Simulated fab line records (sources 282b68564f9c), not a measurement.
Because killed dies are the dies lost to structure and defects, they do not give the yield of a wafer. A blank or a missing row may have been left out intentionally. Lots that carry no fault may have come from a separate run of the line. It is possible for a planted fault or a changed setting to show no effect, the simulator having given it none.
What tool caused it? || flow rit cmos || 13 lots, 39 wafers sampled, at 3 steps of a route of 202

== WHAT EACH GAUGE READ, for each wafer ==
RIT_SILICIDE_RS_MEAS_02: the measuring method here is four-point-probe. Usual: SILICIDE_TI_RS typically reads 52.6 ohm/sq, with standard deviation 0.74.
{"lot": "L996", "measured": "day 3 07:50", "on": "film metro-03", "SILICIDE_TI_RS (ohm/sq)": "52.9 53.3 53.5", "flag": ""}
{"lot": "L997", "measured": "day 3 09:41", "on": "film metro-01", "SILICIDE_TI_RS (ohm/sq)": "51.6 52.7 52.4", "flag": ""}
{"lot": "L999", "measured": "day 3 19:44", "on": "film metro-01", "SILICIDE_TI_RS (ohm/sq)": "51.2 51.2 50.7", "flag": ""}
{"lot": "L100", "measured": "day 4 02:21", "on": "film metro-01", "SILICIDE_TI_RS (ohm/sq)": "53.5 52.9 53.4", "flag": ""}
{"lot": "L101", "measured": "day 4 04:25", "on": "film metro-04", "SILICIDE_TI_RS (ohm/sq)": "51.6 51.9 51.5", "flag": ""}
{"lot": "L102", "measured": "day 4 08:55", "on": "film metro-01", "SILICIDE_TI_RS (ohm/sq)": "51.6 51.7 52.3", "flag": ""}
{"lot": "L103", "measured": "day 4 12:27", "on": "film metro-03", "SILICIDE_TI_RS (ohm/sq)": "51.9 52.5 52.6", "flag": ""}
{"lot": "L109", "measured": "day 5 18:23", "on": "film metro-03", "SILICIDE_TI_RS (ohm/sq)": "65.4 52.8 52.4", "flag": "OFF"}
{"lot": "L112", "measured": "day 6 11:16", "on": "film metro-04", "SILICIDE_TI_RS (ohm/sq)": "52.2 51.9 51.9", "flag": ""}
{"lot": "L114", "measured": "day 6 20:06", "on": "film metro-01", "SILICIDE_TI_RS (ohm/sq)": "52.2 52.0 52.4", "flag": ""}
{"lot": "L116", "measured": "day 7 06:56", "on": "film metro-01", "SILICIDE_TI_RS (ohm/sq)": "51.9 51.6 51.5", "flag": ""}
{"lot": "L117", "measured": "day 7 11:08", "on": "film metro-01", "SILICIDE_TI_RS (ohm/sq)": "53.5 52.9 53.5", "flag": ""}
{"lot": "L119", "measured": "day 7 20:15", "on": "film metro-03", "SILICIDE_TI_RS (ohm/sq)": "52.9 53.4 53.4", "flag": ""}

RIT_SILICIDE_THK_MEAS_03: measures by xrf. Usual: SILICIDE_TI_THK typically reads 29.1 nm, with standard deviation 0.32.
{"lot": "L996", "measured": "day 3 07:56", "on": "film metro-03", "SILICIDE_TI_THK (nm)": "29.2 28.8 28.7", "flag": ""}
{"lot": "L997", "measured": "day 3 09:48", "on": "film metro-01", "SILICIDE_TI_THK (nm)": "29.5 29.2 29.2", "flag": ""}
{"lot": "L999", "measured": "day 3 19:50", "on": "film metro-01", "SILICIDE_TI_THK (nm)": "29.8 29.8 30.1", "flag": ""}
{"lot": "L100", "measured": "day 4 02:28", "on": "film metro-01", "SILICIDE_TI_THK (nm)": "28.9 29.1 28.7", "flag": ""}
{"lot": "L101", "measured": "day 4 04:30", "on": "film metro-04", "SILICIDE_TI_THK (nm)": "29.4 29.5 29.5", "flag": ""}
{"lot": "L102", "measured": "day 4 09:02", "on": "film metro-01", "SILICIDE_TI_THK (nm)": "29.5 29.4 29.3", "flag": ""}
{"lot": "L103", "measured": "day 4 12:34", "on": "film metro-03", "SILICIDE_TI_THK (nm)": "29.5 29.3 29.1", "flag": ""}
{"lot": "L109", "measured": "day 5 18:30", "on": "film metro-03", "SILICIDE_TI_THK (nm)": "24.6 29.1 29.3", "flag": "OFF"}
{"lot": "L112", "measured": "day 6 11:23", "on": "film metro-04", "SILICIDE_TI_THK (nm)": "29.4 29.5 29.4", "flag": ""}
{"lot": "L114", "measured": "day 6 20:13", "on": "film metro-01", "SILICIDE_TI_THK (nm)": "29.3 29.3 29.3", "flag": ""}
{"lot": "L116", "measured": "day 7 07:04", "on": "film metro-01", "SILICIDE_TI_THK (nm)": "29.4 29.5 29.4", "flag": ""}
{"lot": "L117", "measured": "day 7 11:15", "on": "film metro-01", "SILICIDE_TI_THK (nm)": "28.7 28.9 28.6", "flag": ""}
{"lot": "L119", "measured": "day 8 02:39", "on": "film metro-03", "SILICIDE_TI_THK (nm)": "28.9 28.8 28.7", "flag": ""}

== WHICH TOOL RAN EACH LOT (tool, then ch and the chambers of the sampled wafers, then the start) ==
{"lot": "L996", "RIT_SILICIDE_SPUTTER_01": "pvd sputter-04, day 3 07:38"}
{"lot": "L997", "RIT_SILICIDE_SPUTTER_01": "pvd sputter-03, day 3 09:31"}
{"lot": "L999", "RIT_SILICIDE_SPUTTER_01": "pvd sputter-03, day 3 19:33"}
{"lot": "L100", "RIT_SILICIDE_SPUTTER_01": "pvd sputter-04, day 4 02:12"}
{"lot": "L101", "RIT_SILICIDE_SPUTTER_01": "pvd sputter-03, day 4 04:12"}
{"lot": "L102", "RIT_SILICIDE_SPUTTER_01": "pvd sputter-04, day 4 08:46"}
{"lot": "L103", "RIT_SILICIDE_SPUTTER_01": "pvd sputter-02, day 4 12:18"}
{"lot": "L109", "RIT_SILICIDE_SPUTTER_01": "pvd sputter-02, day 5 18:14"}
{"lot": "L112", "RIT_SILICIDE_SPUTTER_01": "pvd sputter-04, day 6 11:06"}
{"lot": "L114", "RIT_SILICIDE_SPUTTER_01": "pvd sputter-04, day 6 19:57"}
{"lot": "L116", "RIT_SILICIDE_SPUTTER_01": "pvd sputter-04, day 7 06:47"}
{"lot": "L117", "RIT_SILICIDE_SPUTTER_01": "pvd sputter-04, day 7 10:59"}
{"lot": "L119", "RIT_SILICIDE_SPUTTER_01": "pvd sputter-04, day 7 20:06"}
- RIT_SILICIDE_SPUTTER_01: material Ti, target thk 30 nm, time 240 s.

== AS READ BY THE TOOLS THEMSELVES (means over the sampled wafers that have a number; for cases with no such wafer, the mark the record gives instead) ==
RIT_SILICIDE_SPUTTER_01. Usual: throttle valve pct reads 30.0 % (standard deviation 0.74).
{"lot": "L996", "tool": "pvd sputter-04", "throttle valve pct (%)": 30.3, "flag": ""}
{"lot": "L997", "tool": "pvd sputter-03", "throttle valve pct (%)": 28.7, "flag": ""}
{"lot": "L999", "tool": "pvd sputter-03", "throttle valve pct (%)": 29.6, "flag": ""}
{"lot": "L100", "tool": "pvd sputter-04", "throttle valve pct (%)": 29.6, "flag": ""}
{"lot": "L101", "tool": "pvd sputter-03", "throttle valve pct (%)": 28.8, "flag": ""}
{"lot": "L102", "tool": "pvd sputter-04", "throttle valve pct (%)": 30.1, "flag": ""}
{"lot": "L103", "tool": "pvd sputter-02", "throttle valve pct (%)": 29.8, "flag": ""}
{"lot": "L109", "tool": "pvd sputter-02", "throttle valve pct (%)": 29.6, "flag": ""}
{"lot": "L112", "tool": "pvd sputter-04", "throttle valve pct (%)": 30.0, "flag": ""}
{"lot": "L114", "tool": "pvd sputter-04", "throttle valve pct (%)": 30.2, "flag": ""}
{"lot": "L116", "tool": "pvd sputter-04", "throttle valve pct (%)": 30.3, "flag": ""}
{"lot": "L117", "tool": "pvd sputter-04", "throttle valve pct (%)": 29.9, "flag": ""}
{"lot": "L119", "tool": "pvd sputter-04", "throttle valve pct (%)": 29.6, "flag": ""}

== THE ANSWER, worked out from the rows above alone ==
Rule: a lot counts as off when the mean over its wafers that have a number is more than 3 standard deviations away from the usual mean. Also off: a lot with no number at a reading for which 4 or more lots have one. Any other lot the step has rows for is counted as sound. Order of review: gauges by route order, followed by the tools' own readings, for which a lot's mean as printed above is used. The first step at which some lot is off is used, and at that step the reading that is off furthest; a lot without a number counts as furthest.
Off: at RIT_SILICIDE_RS_MEAS_02 (SILICIDE_TI_RS), L109.
A tool fits if, at a process step before that reading, it ran every lot that is off, and no sound lot after the first of them. The gauges at RIT_SILICIDE_RS_MEAS_02 are tried like those tools. One fits: pvd sputter-02 at RIT_SILICIDE_SPUTTER_01. Its last sound lot is L103 (day 4 12:18), its first lot that is off L109 (day 5 18:14): a fault that began between those two fits.

== WHAT THE SIMULATOR PUT IN ==
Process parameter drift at RIT_SILICIDE_SPUTTER_01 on pvd sputter-02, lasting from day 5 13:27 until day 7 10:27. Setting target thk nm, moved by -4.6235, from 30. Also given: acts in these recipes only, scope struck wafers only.
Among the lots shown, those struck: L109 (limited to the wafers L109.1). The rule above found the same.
